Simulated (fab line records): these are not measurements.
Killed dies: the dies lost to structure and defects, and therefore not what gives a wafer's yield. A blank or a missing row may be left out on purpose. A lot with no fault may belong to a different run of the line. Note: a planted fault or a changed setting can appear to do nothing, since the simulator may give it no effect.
8D (eight disciplines) problem report, filled in by code + flow ritCmos + the parts of the form that need people (team, actions taken, sign-off) are left out

== 1. PROBLEM STATEMENT ==
ACTIVE_NITRIDE_THK at RIT_ACTIVE_THK_MEAS_04 reads a mean of 275.8 nm on 3 wafers of 1 lot; wafers without a fault read 150.2 nm with a standard deviation of 1.4. That puts it +90 standard deviations away from the usual mean.
The first sign was on wafer L431.1 at day 3 01:14, on filmMetro-02. Wafers with a number at this step in the record: 30, from 10 lots. Rule for "out", or "out of limits": more than 4 standard deviations from the usual mean. Any other wafer with a number is counted as sound.

== 2. WHAT IT IS, AND WHAT IT ISN'T ==
| question                    | is                     | is not                                                                                                  |
|-----------------------------|------------------------|---------------------------------------------------------------------------------------------------------|
| which readings at this step | ACTIVE_NITRIDE_THK     | -                                                                                                       |
| which lots                  | L431                   | L424, L425, L435, L437, L439, L441, L443, L445, L447                                                    |
| which wafers of those lots  | all that have a number | -                                                                                                       |
| read on which gauges        | filmMetro-02           | filmMetro-01, filmMetro-03                                                                              |
| when                        | from day 3 01:14       | up to then (6 sound wafers); but 21 sound wafers of L435, L437, L439, L441, L443, L445, L447 came after |

== 3. WHAT RULES OUT EACH SUSPECT ==
Counting: a tool at a process step up to the reading stays a suspect if it ran every lot that is out and no sound lot after the first of them.
- the gauge at RIT_ACTIVE_THK_MEAS_04 is ruled out. All the wafers that are out were read on filmMetro-02, but those of them that RIT_ACTIVE_ETCH_13 has rows for are out there too, on other tools.
- lpcvd-02 at RIT_ACTIVE_CVD_03 (deposits Si3N4 from SiH2Cl2/NH3, target thk 150 nm, time 1500 s): kept. It ran the lot that is out, L431 (day 2 23:07), and no sound lot after that; its last sound lot up to then is L424 (day 1 12:07).
After counting, what remains is lpcvd-02 at RIT_ACTIVE_CVD_03.

== 4. THE CAUSE (what the simulator had put in) ==
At RIT_ACTIVE_CVD_03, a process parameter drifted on lpcvd-02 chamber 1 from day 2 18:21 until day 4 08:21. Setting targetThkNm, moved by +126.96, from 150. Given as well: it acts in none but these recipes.
Only this tool survived the counting.

== 5. THE EFFECT CHAIN, in route order ==
One row per reading whose mean, taken over the struck wafers that have a number, lies over 3 standard deviations from the usual. Readings are gone through only where the record gives a usual standard deviation; hours: the median, over the lots, of the time from a lot's start at the first step in this table giving one to that lot's start at this step; sigmas: the change measured in usual standard deviations.
| hours | step                   | reading            | usual      | on struck wafers | change | sigmas |
|-------|------------------------|--------------------|------------|------------------|--------|--------|
| 0     | RIT_ACTIVE_THK_MEAS_04 | ACTIVE_NITRIDE_THK | 150.2 nm   | 275.8            | +125.6 | +90    |
| 1     | RIT_ACTIVE_ETCH_13     | oesProductAu       | 0.819 a.u. | 0.998            | +0.179 | +14    |
Here are the process steps it includes:
- RIT_ACTIVE_ETCH_13: etches Si3N4 in SF6, stops on SiO2, time 210 s, target depth 210 nm.

== 6. WHAT WOULD HAVE CAUGHT IT SOONER ==
The first out-of-limits reading at a measuring or inspecting step in this record came at day 3 01:14, 7 hours after the fault's start at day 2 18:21.
Of the tool readings at RIT_ACTIVE_CVD_03 for which the record gives a usual standard deviation, none was out on any struck wafer, so an alarm limit of 4 standard deviations on them would not have fired.
By day 3 01:14, every lot that is out (1) had started RIT_ACTIVE_CVD_03 on lpcvd-02. Had the tool been put on hold then, not one of them would have been saved.
